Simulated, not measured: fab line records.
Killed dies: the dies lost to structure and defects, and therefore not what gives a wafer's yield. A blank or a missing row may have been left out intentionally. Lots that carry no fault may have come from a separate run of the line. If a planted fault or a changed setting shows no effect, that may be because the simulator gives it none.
Split-lot trial || flow rit_cmos || 23 wafers read from 5 lots, route of 202 steps

ON THE SPLIT
At RIT_ACTIVE_OXIDATION_01 (target thk 46.8 nm, ox time 3360 s), the setting temp_c was moved away from the recipe's 1000 C on 10 of the 23 wafers read, by -1.6% to +2.7%. All remaining wafers had this setting at the recipe value.

The file shows no step between the split and the reading.

THE READING
ACTIVE_OXIDE_THK, in nm, at RIT_ACTIVE_THK_MEAS_02. A value of 46.6 nm with a standard deviation of 0.83 nm is what fault-free wafers of this fab line usually give.

{"wafer": "L076.1", "tool, chamber at the split": "furnace-03, 0", "temp_c as run, C": 1000, "against the recipe": "recipe", "ACTIVE_OXIDE_THK, nm": 47.5, "against lot-mates on the recipe": "-"}
{"wafer": "L076.3", "tool, chamber at the split": "furnace-03, 0", "temp_c as run, C": 1000, "against the recipe": "recipe", "ACTIVE_OXIDE_THK, nm": 48.3, "against lot-mates on the recipe": "-"}
{"wafer": "L076.6", "tool, chamber at the split": "furnace-03, 0", "temp_c as run, C": 1000, "against the recipe": "recipe", "ACTIVE_OXIDE_THK, nm": 47.2, "against lot-mates on the recipe": "-"}
{"wafer": "L078.1", "tool, chamber at the split": "-, -", "temp_c as run, C": 1000, "against the recipe": "recipe", "ACTIVE_OXIDE_THK, nm": 46.0, "against lot-mates on the recipe": "-"}
{"wafer": "L078.2", "tool, chamber at the split": "-, -", "temp_c as run, C": 1000, "against the recipe": "recipe", "ACTIVE_OXIDE_THK, nm": 46.5, "against lot-mates on the recipe": "-"}
{"wafer": "L078.3", "tool, chamber at the split": "-, -", "temp_c as run, C": 1000, "against the recipe": "recipe", "ACTIVE_OXIDE_THK, nm": 46.0, "against lot-mates on the recipe": "-"}
{"wafer": "L078.4", "tool, chamber at the split": "-, -", "temp_c as run, C": 1000, "against the recipe": "recipe", "ACTIVE_OXIDE_THK, nm": 46.2, "against lot-mates on the recipe": "-"}
{"wafer": "L078.5", "tool, chamber at the split": "-, -", "temp_c as run, C": 1000, "against the recipe": "recipe", "ACTIVE_OXIDE_THK, nm": 46.0, "against lot-mates on the recipe": "-"}
{"wafer": "L080.2", "tool, chamber at the split": "-, -", "temp_c as run, C": 1027, "against the recipe": "+2.7%", "ACTIVE_OXIDE_THK, nm": 59.7, "against lot-mates on the recipe": "no lot-mate on the recipe"}
{"wafer": "L080.3", "tool, chamber at the split": "-, -", "temp_c as run, C": 1027, "against the recipe": "+2.7%", "ACTIVE_OXIDE_THK, nm": 59.3, "against lot-mates on the recipe": "no lot-mate on the recipe"}
{"wafer": "L080.4", "tool, chamber at the split": "-, -", "temp_c as run, C": 1027, "against the recipe": "+2.7%", "ACTIVE_OXIDE_THK, nm": 59.6, "against lot-mates on the recipe": "no lot-mate on the recipe"}
{"wafer": "L080.5", "tool, chamber at the split": "-, -", "temp_c as run, C": 1027, "against the recipe": "+2.7%", "ACTIVE_OXIDE_THK, nm": 59.0, "against lot-mates on the recipe": "no lot-mate on the recipe"}
{"wafer": "L080.6", "tool, chamber at the split": "-, -", "temp_c as run, C": 1027, "against the recipe": "+2.7%", "ACTIVE_OXIDE_THK, nm": 59.8, "against lot-mates on the recipe": "no lot-mate on the recipe"}
{"wafer": "L082.1", "tool, chamber at the split": "-, -", "temp_c as run, C": 983.8, "against the recipe": "-1.6%", "ACTIVE_OXIDE_THK, nm": 39.0, "against lot-mates on the recipe": "no lot-mate on the recipe"}
{"wafer": "L082.2", "tool, chamber at the split": "-, -", "temp_c as run, C": 983.8, "against the recipe": "-1.6%", "ACTIVE_OXIDE_THK, nm": 38.6, "against lot-mates on the recipe": "no lot-mate on the recipe"}
{"wafer": "L082.4", "tool, chamber at the split": "-, -", "temp_c as run, C": 983.8, "against the recipe": "-1.6%", "ACTIVE_OXIDE_THK, nm": 38.6, "against lot-mates on the recipe": "no lot-mate on the recipe"}
{"wafer": "L082.5", "tool, chamber at the split": "-, -", "temp_c as run, C": 983.8, "against the recipe": "-1.6%", "ACTIVE_OXIDE_THK, nm": 39.3, "against lot-mates on the recipe": "no lot-mate on the recipe"}
{"wafer": "L082.6", "tool, chamber at the split": "-, -", "temp_c as run, C": 983.8, "against the recipe": "-1.6%", "ACTIVE_OXIDE_THK, nm": 39.2, "against lot-mates on the recipe": "no lot-mate on the recipe"}
{"wafer": "L084.1", "tool, chamber at the split": "-, -", "temp_c as run, C": 1000, "against the recipe": "recipe", "ACTIVE_OXIDE_THK, nm": 47.3, "against lot-mates on the recipe": "-"}
{"wafer": "L084.3", "tool, chamber at the split": "-, -", "temp_c as run, C": 1000, "against the recipe": "recipe", "ACTIVE_OXIDE_THK, nm": 46.8, "against lot-mates on the recipe": "-"}
{"wafer": "L084.4", "tool, chamber at the split": "-, -", "temp_c as run, C": 1000, "against the recipe": "recipe", "ACTIVE_OXIDE_THK, nm": 47.8, "against lot-mates on the recipe": "-"}
{"wafer": "L084.5", "tool, chamber at the split": "-, -", "temp_c as run, C": 1000, "against the recipe": "recipe", "ACTIVE_OXIDE_THK, nm": 46.9, "against lot-mates on the recipe": "-"}
{"wafer": "L084.6", "tool, chamber at the split": "-, -", "temp_c as run, C": 1000, "against the recipe": "recipe", "ACTIVE_OXIDE_THK, nm": 48.1, "against lot-mates on the recipe": "-"}

FIT RESULTS
A straight line over all 23 wafers: ACTIVE_OXIDE_THK changes by +4.73 nm for each +1% of temp_c; r = +1.00; the points scatter about the line by 0.67 nm.
Too few moved wafers have a lot-mate on the recipe to fit a line with each lot's own level taken away.

THE WHOLE CHAIN: every reading that the file lists as answering this split, in the file's order
{"step": "RIT_ACTIVE_OXIDATION_01", "what it does": "target thk 46.8 nm, ox time 3360 s", "reading": "SiO2_of_ACTIVE_OXIDATION_01.thk_nm (the simulator's own value, which no gauge read)", "change (the file's fit)": "+4.73 nm for each +1% of the setting", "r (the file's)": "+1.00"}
{"step": "RIT_ACTIVE_THK_MEAS_02", "what it does": "", "reading": "ACTIVE_OXIDE_THK", "change (the file's fit)": "+4.73 for each +1% of the setting", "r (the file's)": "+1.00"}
{"step": "RIT_FOX2_WET_ETCH_03", "what it does": "etches Si3N4 in H3PO4, target depth 195 nm, time 2700 s", "reading": "SiO2_of_ACTIVE_OXIDATION_01.thk_nm (the simulator's own value, which no gauge read)", "change (the file's fit)": "+4.07 nm for each +1% of the setting", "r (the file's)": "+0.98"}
{"step": "RIT_M1_PROBE_99", "what it does": "", "reading": "etest.nldd.width_nm (the simulator's own value, which no gauge read)", "change (the file's fit)": "-52.8 nm for each +1% of the setting", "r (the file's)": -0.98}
{"step": "RIT_M1_PROBE_99", "what it does": "", "reading": "etest.pldd.width_nm (the simulator's own value, which no gauge read)", "change (the file's fit)": "-50.6 nm for each +1% of the setting", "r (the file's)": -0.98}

THE FILE'S OWN FIT
ACTIVE_OXIDE_THK changes by +4.73 nm for each +1% of temp_c, r = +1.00.
